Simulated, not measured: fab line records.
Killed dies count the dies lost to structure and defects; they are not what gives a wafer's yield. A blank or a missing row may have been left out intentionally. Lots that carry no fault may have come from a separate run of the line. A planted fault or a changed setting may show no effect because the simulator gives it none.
fab line records | flow berkeley_cmos170
[record] lots = 13 | wafers = 39 | last_day = 11
route steps=331 shown M2@289
lots that met no fault: taken from a fault-free run of the same line
start_h: the number of hours between the record's first day and the start of the first shown wafer of the lot | wait_h: hours from the lot's prior step to this one | " the same as in the row above | L1.1+2: a single row standing in for several wafers | - no value, or no start given | * or withheld: withheld | < > ~ a bound
route shown NAME@n: a module of which the file shows steps, and the number in the route of the first | usual: mean/standard deviation of fault-free wafers | same: alike in all rows | chamber/n: place in a boat | sites: the reading at each site | _std_site: standard deviation across them | _edge_site: the outer-site mean with the inner-site mean subtracted | radius_mm: for every site, how far away it sits from the centre of the wafer | mask NAME#n: copy n | behind: the tool/chamber that last shaped the wafer | hold: cause of the lot's hold/its duration in hours/its outcome | device: whichever transistor did not switch (one of n, p or np) | end of line: the same wafers' tests at the end of the route | where a step has no rows: the recipe by itself | killed: count of dies lost to structure and defects at first sort (not the wafer's yield) | map: the dies of a wafer, with x for killed, . for not killed, _ for no die there
set.NAME: the setting the step ran with; set.NAME@STEP: the setting that earlier step ran with | model.NAME: the simulator's own value behind a step, which no gauge read
steps of the route over a sample of lots; a table a step, a row a wafer
services: a tool's chamber out of use, with start hour (start_h, from the record's first day; less than 0 if before it), hours out, and reason
[[steps]]
[step UCB170_M2_METAL_ETCH_18]
[recipe] chemistry = Cl2/BCl3 | target = Al | stop_on = SiO2 | pressure_mtorr = 12 | target_depth_a = 11700 | over_etch_frac = 0.3 | time_s = 201.3 | icp_w = 600 | bias_w = 120 | Cl2_flow_sccm = 90 | bcl3_flow_sccm = 45
[usual] bias_w = 119.86/0.26 | chamber_pressure_mTorr = 12.000/0.012 | drypump_motor_current_A = 5.8/0.48 | oes_product_au = 0.849/0.012 | throttle_valve_pct = 24.40/0.22
lot.wafer | tool         | chamber | start_h | wait_h | bias_w | chamber_pressure_mTorr | drypump_motor_current_A | oes_product_au | rf_hours_counter_h | throttle_valve_pct
L629.3    | rie_metal-03 | 1       | 157.00  | -      | -      | 11.989                 | 5.2                     | 0.846          | -                  | 24.05
L629.4    | "            | 0       | "       | "      | -      | 12.014                 | 6.2                     | 0.850          | -                  | 24.30
L629.6    | "            | 1       | "       | "      | -      | 12.003                 | 5.3                     | 0.843          | -                  | 24.07
L632.1    | rie_metal-03 | 0       | 169.24  | -      | -      | 11.998                 | 6.2                     | 0.854          | 9                  | 24.28
L632.2    | "            | 1       | "       | "      | -      | 12.004                 | 5.3                     | 0.838          | 1                  | 24.06
L632.6    | "            | 0       | "       | "      | -      | 11.997                 | 6.2                     | 0.855          | -                  | 24.29
L631.1    | rie_metal-04 | 0       | 170.24  | -      | 119.95 | 12.013                 | 6.3                     | 0.869          | 11                 | 24.43
L631.3    | "            | 1       | "       | "      | 119.51 | 12.000                 | 5.3                     | 0.836          | -                  | 24.60
L631.5    | "            | 0       | "       | "      | 120.02 | 12.016                 | 6.4                     | 0.861          | -                  | 24.45
L633.2    | rie_metal-03 | 1       | 175.37  | -      | -      | 11.981                 | 5.2                     | 0.845          | 1                  | 24.04
L633.5    | "            | 0       | "       | "      | -      | 11.988                 | 6.2                     | 0.855          | -                  | 24.29
L633.6    | "            | 1       | "       | "      | -      | 11.976                 | 5.3                     | 0.848          | -                  | 24.05
L634.1    | rie_metal-03 | 0       | 178.91  | -      | -      | 11.980                 | 6.3                     | 0.865          | 9                  | 24.27
L634.2    | "            | 1       | "       | "      | -      | 12.014                 | 5.2                     | 0.852          | 1                  | 24.06
L634.6    | "            | 1       | "       | "      | -      | 12.005                 | 5.2                     | 0.854          | -                  | 24.04
L635.3    | rie_metal-04 | 1       | 179.54  | -      | 119.84 | 11.990                 | 5.4                     | 0.828          | -                  | 24.61
L635.4    | "            | 0       | "       | "      | 120.09 | 11.993                 | 6.3                     | 0.870          | -                  | 24.44
L635.6    | "            | 0       | "       | "      | 119.73 | 12.013                 | 6.3                     | 0.874          | -                  | 24.45
L636.2    | rie_metal-01 | 1       | 180.00  | -      | -      | 12.005                 | 6.0                     | 0.846          | 10                 | 24.45
L636.3    | "            | 1       | "       | "      | -      | 12.028                 | 6.0                     | 0.841          | -                  | 24.42
L636.4    | "            | 0       | "       | "      | -      | 11.992                 | 6.4                     | 0.851          | -                  | 24.69
L630.2    | rie_metal-03 | 0       | 187.61  | -      | -      | 12.013                 | 6.2                     | 0.862          | 10                 | 24.27
L630.4    | "            | 1       | "       | "      | -      | 12.001                 | 5.2                     | 0.854          | -                  | 24.05
L630.6    | "            | 1       | "       | "      | -      | 12.003                 | 5.2                     | 0.850          | -                  | 24.04
L638.2    | rie_metal-04 | 1       | 197.98  | -      | -      | 11.995                 | 5.3                     | 0.843          | 2                  | 24.61
L638.3    | "            | 0       | "       | "      | -      | 12.024                 | 6.3                     | 0.882          | -                  | 24.44
L638.4    | "            | 1       | "       | "      | -      | 12.007                 | 5.3                     | 0.832          | -                  | 24.60
L637.1    | rie_metal-03 | 1       | 198.03  | -      | -      | 12.003                 | 5.2                     | 0.858          | 2                  | 24.05
L637.5    | "            | 1       | "       | "      | -      | 12.017                 | 5.3                     | 0.855          | -                  | 24.03
L637.6    | "            | 0       | "       | "      | -      | 12.012                 | 6.2                     | 0.874          | -                  | 24.29
L640.1    | rie_metal-01 | 0       | 205.30  | -      | -      | 11.998                 | 6.4                     | 0.850          | 4                  | 24.67
L640.2    | "            | 1       | "       | "      | -      | 11.992                 | 6.0                     | 0.850          | 11                 | 24.43
L640.3    | "            | 0       | "       | "      | -      | 11.983                 | 6.4                     | 0.837          | -                  | 24.70
L639.3    | rie_metal-04 | 1       | 211.80  | -      | -      | 11.984                 | 5.3                     | 0.843          | -                  | 24.60
L639.4    | "            | 0       | "       | "      | -      | 12.009                 | 6.4                     | 0.886          | -                  | 24.46
L639.5    | "            | 1       | "       | "      | -      | 11.985                 | 5.3                     | 0.836          | -                  | 24.61
L649.1    | rie_metal-03 | 1       | 246.45  | -      | -      | 12.004                 | 5.2                     | 0.851          | 3                  | 24.06
L649.2    | "            | 0       | "       | "      | -      | 12.016                 | 6.2                     | 0.781          | 11                 | 24.32
L649.4    | "            | 1       | "       | "      | -      | 11.988                 | 5.2                     | 0.854          | -                  | 24.05
[step UCB170_M2_STRIP_19]
[recipe] chemistry = O2 | power_w = 400 | pressure_mtorr = 3500 | platen_temp_c = withheld | o2_flow_sccm = 400 | overash_fraction = 0.5
[usual] chamber_pressure_mTorr = 3500/3.2 | drypump_motor_current_A = 5.64/0.24 | oes_product_au = 0.517/0.013
[same] overash_fraction = 0.5
lot.wafer | tool            | chamber | start_h | wait_h | chamber_pressure_mTorr | drypump_motor_current_A | oes_product_au | rf_hours_counter_h
L629.3    | plasma_asher-03 | 1       | 157.16  | 0.1    | 3503                   | 5.55                    | 0.523          | -
L629.4    | "               | 0       | "       | "      | 3498                   | 5.82                    | 0.513          | -
L629.6    | "               | 0       | "       | "      | 3502                   | 5.83                    | 0.530          | -
L632.1    | plasma_asher-03 | 1       | 169.43  | 0.1    | 3499                   | 5.56                    | 0.523          | 40
L632.2    | "               | 0       | "       | "      | 3506                   | 5.80                    | 0.534          | 40
L632.6    | "               | 0       | "       | "      | 3500                   | 5.81                    | 0.525          | -
L631.1    | plasma_asher-01 | 0       | 170.49  | 0.2    | 3495                   | 5.04                    | 0.473          | 5
L631.3    | "               | 1       | "       | "      | 3504                   | 5.57                    | 0.496          | -
L631.5    | "               | 1       | "       | "      | 3502                   | 5.59                    | 0.480          | -
L633.2    | plasma_asher-01 | 1       | 175.56  | 0.1    | 3496                   | 5.57                    | 0.527          | 6
L633.5    | "               | 1       | "       | "      | 3499                   | 5.59                    | 0.522          | -
L633.6    | "               | 0       | "       | "      | 3502                   | 5.04                    | 0.511          | -
L634.1    | plasma_asher-03 | 1       | 179.10  | 0.1    | 3497                   | 5.60                    | 0.509          | 42
L634.2    | "               | 0       | "       | "      | 3498                   | 5.80                    | 0.525          | 42
L634.6    | "               | 1       | "       | "      | 3499                   | 5.57                    | 0.520          | -
L635.3    | plasma_asher-03 | 1       | 179.74  | 0.1    | 3504                   | 5.52                    | 0.518          | -
L635.4    | "               | 0       | "       | "      | 3502                   | 5.81                    | 0.485          | -
L635.6    | "               | 1       | "       | "      | 3497                   | 5.55                    | 0.488          | -
L636.2    | plasma_asher-03 | 1       | 180.18  | 0.1    | 3502                   | 5.55                    | 0.519          | 42
L636.3    | "               | 0       | "       | "      | 3505                   | 5.82                    | 0.519          | -
L636.4    | "               | 1       | "       | "      | 3502                   | 5.58                    | 0.512          | -
L630.2    | plasma_asher-03 | 1       | 187.80  | 0.1    | 3499                   | 5.62                    | 0.507          | 43
L630.4    | "               | 1       | "       | "      | 3497                   | 5.52                    | 0.528          | -
L630.6    | "               | 1       | "       | "      | 3500                   | 5.56                    | 0.537          | -
L638.2    | plasma_asher-03 | 0       | 198.17  | 0.1    | 3502                   | 5.81                    | 0.507          | 45
L638.3    | "               | 0       | "       | "      | 3502                   | 5.82                    | 0.499          | -
L638.4    | "               | 1       | "       | "      | 3499                   | 5.53                    | 0.516          | -
L637.1    | plasma_asher-02 | 1       | 198.22  | 0.1    | 3496                   | 5.77                    | 0.529          | 51
L637.5    | "               | 0       | "       | "      | 3498                   | 5.89                    | 0.537          | -
L637.6    | "               | 1       | "       | "      | 3499                   | 5.77                    | 0.516          | -
L640.1    | plasma_asher-02 | 1       | 205.49  | 0.1    | 3501                   | 5.77                    | 0.531          | 52
L640.2    | "               | 0       | "       | "      | 3499                   | 5.88                    | 0.520          | 52
L640.3    | "               | 1       | "       | "      | 3491                   | 5.74                    | 0.523          | -
L639.3    | plasma_asher-03 | 0       | 211.96  | 0.1    | 3499                   | 5.82                    | 0.502          | -
L639.4    | "               | 1       | "       | "      | 3501                   | 5.56                    | 0.491          | -
L639.5    | "               | 0       | "       | "      | 3500                   | 5.82                    | 0.507          | -
L649.1    | plasma_asher-02 | 1       | 246.64  | 0.1    | 3497                   | 5.80                    | 0.540          | 56
L649.2    | "               | 0       | "       | "      | 3498                   | 5.89                    | 0.716          | 56
L649.4    | "               | 1       | "       | "      | 3499                   | 5.77                    | 0.529          | -
[step UCB170_M2_CD_MEAS_90]
[recipe] target_cd_nm = 700
[usual] cd_nm = 697.8/2.7
lot.wafer | tool      | chamber | start_h | wait_h | cd_nm
L629.3    | cd_sem-01 | -       | 157.27  | 0.1    | 700.6
L629.4    | "         | -       | "       | "      | 700.4
L629.6    | "         | -       | "       | "      | 700.6
L632.1    | cd_sem-01 | -       | 169.53  | 0.1    | 700.7
L632.2    | "         | -       | "       | "      | 703.1
L632.6    | "         | -       | "       | "      | 700.1
L631.1    | cd_sem-01 | -       | 170.59  | 0.1    | 696.2
L631.3    | "         | -       | "       | "      | 698.2
L631.5    | "         | -       | "       | "      | 696.0
L633.2    | cd_sem-02 | -       | 175.68  | 0.1    | 695.9
L633.5    | "         | -       | "       | "      | 696.8
L633.6    | "         | -       | "       | "      | 697.5
L634.1    | cd_sem-01 | -       | 179.20  | 0.1    | 697.5
L634.2    | "         | -       | "       | "      | 696.8
L634.6    | "         | -       | "       | "      | 698.2
L635.3    | cd_sem-01 | -       | 179.85  | 0.1    | 698.3
L635.4    | "         | -       | "       | "      | 695.3
L635.6    | "         | -       | "       | "      | 698.5
L636.2    | cd_sem-01 | -       | 180.30  | 0.1    | 698.5
L636.3    | "         | -       | "       | "      | 697.9
L636.4    | "         | -       | "       | "      | 699.3
L630.2    | cd_sem-02 | -       | 187.92  | 0.1    | 696.1
L630.4    | "         | -       | "       | "      | 695.5
L630.6    | "         | -       | "       | "      | 696.5
L638.2    | cd_sem-02 | -       | 198.29  | 0.1    | 692.8
L638.3    | "         | -       | "       | "      | 692.8
L638.4    | "         | -       | "       | "      | 695.0
L637.1    | cd_sem-01 | -       | 198.32  | 0.1    | 698.3
L637.5    | "         | -       | "       | "      | 698.7
L637.6    | "         | -       | "       | "      | 695.9
L640.1    | cd_sem-02 | -       | 205.59  | 0.1    | 699.5
L640.2    | "         | -       | "       | "      | 699.2
L640.3    | "         | -       | "       | "      | 699.8
L639.3    | cd_sem-02 | -       | 212.06  | 0.1    | 696.2
L639.4    | "         | -       | "       | "      | 697.1
L639.5    | "         | -       | "       | "      | 696.1
L649.1    | cd_sem-02 | -       | 246.74  | 0.1    | 697.5
L649.2    | "         | -       | "       | "      | 715.3
L649.4    | "         | -       | "       | "      | 699.1
[[services]]
tool            | chamber | start_h | hours | kind
rie_metal-04    | 1       | 157.58  | 2.4   | repair
plasma_asher-01 | -       | 178.09  | 28.1  | pm
plasma_asher-02 | -       | 243.09  | 3.5   | repair
[[key]]
[first_sign] step = UCB170_M2_METAL_ETCH_18 | reading = oes_product_au | direction = down | sigmas = 5.7 | usual = 0.849 | struck = 0.781
[effect] step = UCB170_M2_STRIP_19 | reading = oes_product_au | direction = up | sigmas = 15 | usual = 0.517 | struck = 0.716
[effect] step = UCB170_M2_CD_MEAS_90 | reading = cd_nm | direction = up | sigmas = 6.5 | usual = 697.8 | struck = 715.3
met_at UCB170_M2_METAL_ETCH_18
struck_lots L649
struck_wafers L649.2
later_rows_left_out L649.2
sort_left_out L649.2
onset_between 198.03 246.45
[fault] kind = process_parameter_drift | tool = rie_metal-03 | chamber = 0 | onset_h = 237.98 | steps = UCB170_M2_METAL_ETCH_18 | channel = icp_w | offset = -240 | shape = step | end_h = 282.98 | acts_in = these_recipes_only | stated = 600
// sort_left_out: the simulated sort isn't trusted on such a fault, so these wafers' sort isn't shown, and their yield isn't known
// later_rows_left_out: the simulator's readings of these wafers behind a module that went badly wrong aren't trusted and aren't shown, but for the sort
